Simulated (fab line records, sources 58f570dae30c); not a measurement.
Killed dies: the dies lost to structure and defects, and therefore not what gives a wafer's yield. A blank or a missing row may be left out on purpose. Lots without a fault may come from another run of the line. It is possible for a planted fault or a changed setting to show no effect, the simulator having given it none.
Split-lot trial / flow berkeley-cmos170 / 23 wafers read across 5 lots, on a route 331 steps long

THE SPLIT ITSELF
At UCB170_PWELL_PEB_11, the setting peb-temp-c was moved away from the recipe's 130 C on 10 of the 23 wafers read, by -1.2% to +2.7%. All remaining wafers had this setting at the recipe value.

THE PATH FROM SPLIT TO READING: the file shows 1 step between them
- UCB170_PWELL_DEVELOP_12: develop time 45 s

THE READING
PWELL.cd-nm (the simulator's own value, which no gauge read), in nm, at UCB170_PWELL_ETCH_14 (etches Si3N4 in CH3F/Ar/O2, stops on SiO2, target depth 242 nm, time 151 s). The file gives no usual value for it. Average 3000 nm, standard deviation 0.58 nm, over the 13 wafers here run with the recipe.

wafer=L076.1; tool, chamber at the split=litho-track-03, 0; peb-temp-c as run, C=130; against the recipe=recipe; PWELL.cd-nm, nm=3000; against lot-mates on the recipe=-
wafer=L076.4; tool, chamber at the split=litho-track-03, 0; peb-temp-c as run, C=130; against the recipe=recipe; PWELL.cd-nm, nm=3000; against lot-mates on the recipe=-
wafer=L076.5; tool, chamber at the split=litho-track-03, 0; peb-temp-c as run, C=130; against the recipe=recipe; PWELL.cd-nm, nm=3000; against lot-mates on the recipe=-
wafer=L076.2; tool, chamber at the split=litho-track-03, 0; peb-temp-c as run, C=133; against the recipe=+2.3%; PWELL.cd-nm, nm=3017; against lot-mates on the recipe=+17
wafer=L076.3; tool, chamber at the split=litho-track-03, 0; peb-temp-c as run, C=133; against the recipe=+2.3%; PWELL.cd-nm, nm=3017; against lot-mates on the recipe=+17
wafer=L077.1; tool, chamber at the split=litho-track-03, 0; peb-temp-c as run, C=130; against the recipe=recipe; PWELL.cd-nm, nm=2999; against lot-mates on the recipe=-
wafer=L077.2; tool, chamber at the split=litho-track-03, 0; peb-temp-c as run, C=132.2; against the recipe=+1.7%; PWELL.cd-nm, nm=3014; against lot-mates on the recipe=+14
wafer=L077.3; tool, chamber at the split=litho-track-03, 0; peb-temp-c as run, C=132.2; against the recipe=+1.7%; PWELL.cd-nm, nm=3012; against lot-mates on the recipe=+12
wafer=L077.4; tool, chamber at the split=litho-track-03, 0; peb-temp-c as run, C=132.2; against the recipe=+1.7%; PWELL.cd-nm, nm=3012; against lot-mates on the recipe=+12
wafer=L077.5; tool, chamber at the split=litho-track-03, 0; peb-temp-c as run, C=130; against the recipe=recipe; PWELL.cd-nm, nm=3000; against lot-mates on the recipe=-
wafer=L081.2; tool, chamber at the split=litho-track-01, 0; peb-temp-c as run, C=130; against the recipe=recipe; PWELL.cd-nm, nm=3000; against lot-mates on the recipe=-
wafer=L081.4; tool, chamber at the split=litho-track-01, 0; peb-temp-c as run, C=130; against the recipe=recipe; PWELL.cd-nm, nm=3000; against lot-mates on the recipe=-
wafer=L081.6; tool, chamber at the split=litho-track-01, 0; peb-temp-c as run, C=130; against the recipe=recipe; PWELL.cd-nm, nm=3000; against lot-mates on the recipe=-
wafer=L084.1; tool, chamber at the split=litho-track-01, 0; peb-temp-c as run, C=130; against the recipe=recipe; PWELL.cd-nm, nm=2999; against lot-mates on the recipe=-
wafer=L084.4; tool, chamber at the split=litho-track-01, 0; peb-temp-c as run, C=130; against the recipe=recipe; PWELL.cd-nm, nm=2999; against lot-mates on the recipe=-
wafer=L084.6; tool, chamber at the split=litho-track-01, 0; peb-temp-c as run, C=130; against the recipe=recipe; PWELL.cd-nm, nm=2999; against lot-mates on the recipe=-
wafer=L084.2; tool, chamber at the split=litho-track-01, 0; peb-temp-c as run, C=133.5; against the recipe=+2.7%; PWELL.cd-nm, nm=3018; against lot-mates on the recipe=+19
wafer=L084.5; tool, chamber at the split=litho-track-01, 0; peb-temp-c as run, C=133.5; against the recipe=+2.7%; PWELL.cd-nm, nm=3020; against lot-mates on the recipe=+21
wafer=L085.2; tool, chamber at the split=litho-track-03, 0; peb-temp-c as run, C=128.4; against the recipe=-1.2%; PWELL.cd-nm, nm=2989; against lot-mates on the recipe=-12
wafer=L085.5; tool, chamber at the split=litho-track-03, 0; peb-temp-c as run, C=128.4; against the recipe=-1.2%; PWELL.cd-nm, nm=2989; against lot-mates on the recipe=-12
wafer=L085.6; tool, chamber at the split=litho-track-03, 0; peb-temp-c as run, C=128.4; against the recipe=-1.2%; PWELL.cd-nm, nm=2989; against lot-mates on the recipe=-12
wafer=L085.3; tool, chamber at the split=litho-track-03, 0; peb-temp-c as run, C=130; against the recipe=recipe; PWELL.cd-nm, nm=3001; against lot-mates on the recipe=-
wafer=L085.4; tool, chamber at the split=litho-track-03, 0; peb-temp-c as run, C=130; against the recipe=recipe; PWELL.cd-nm, nm=3000; against lot-mates on the recipe=-

FIT RESULTS
A straight line over all 23 wafers: PWELL.cd-nm changes by +7.63 nm for each +1% of peb-temp-c; r = +1.00; the points scatter about the line by 0.87 nm.
The same after taking each lot's own level away (the mean of its wafers on the recipe; 23 wafers): +7.85 nm for each +1%; r = +1.00; scatter 0.88 nm.
The reading moves by 21 nm for the largest change in peb-temp-c, on that fit.
The lots' own levels span 2999.0 to 3000.5 nm, that is 2.6 times the standard deviation above.
Consequently the slope shifts little with the lot-to-lot level, the two slopes agreeing.
Check: for one of the wafers moved furthest among these (+2.7%), held out of the fit, the line's prediction against its lot-mates is +21.1 nm. Against them it came out at +19 nm.

THESE WAFERS: OTHER SPLITS
Other splits were also applied to these wafers ahead of the reading. Each is held against what the fit with the lots' levels taken away leaves over:
other split on the same wafers=UCB170_ZERO_STRIP_07 o2-flow-sccm; wafers away from the commonest value=9; r with PWELL.cd-nm (lot level and that fit taken away)=+0.22
other split on the same wafers=UCB170_NWELL_CVD_04 temp-c; wafers away from the commonest value=10; r with PWELL.cd-nm (lot level and that fit taken away)=+0.17
other split on the same wafers=UCB170_PWELL_OXIDATION_02 temp-c; wafers away from the commonest value=10; r with PWELL.cd-nm (lot level and that fit taken away)=+0.00

FILE'S OWN FIT
PWELL.cd-nm changes by +7.64 nm for each +1% of peb-temp-c, r = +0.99.
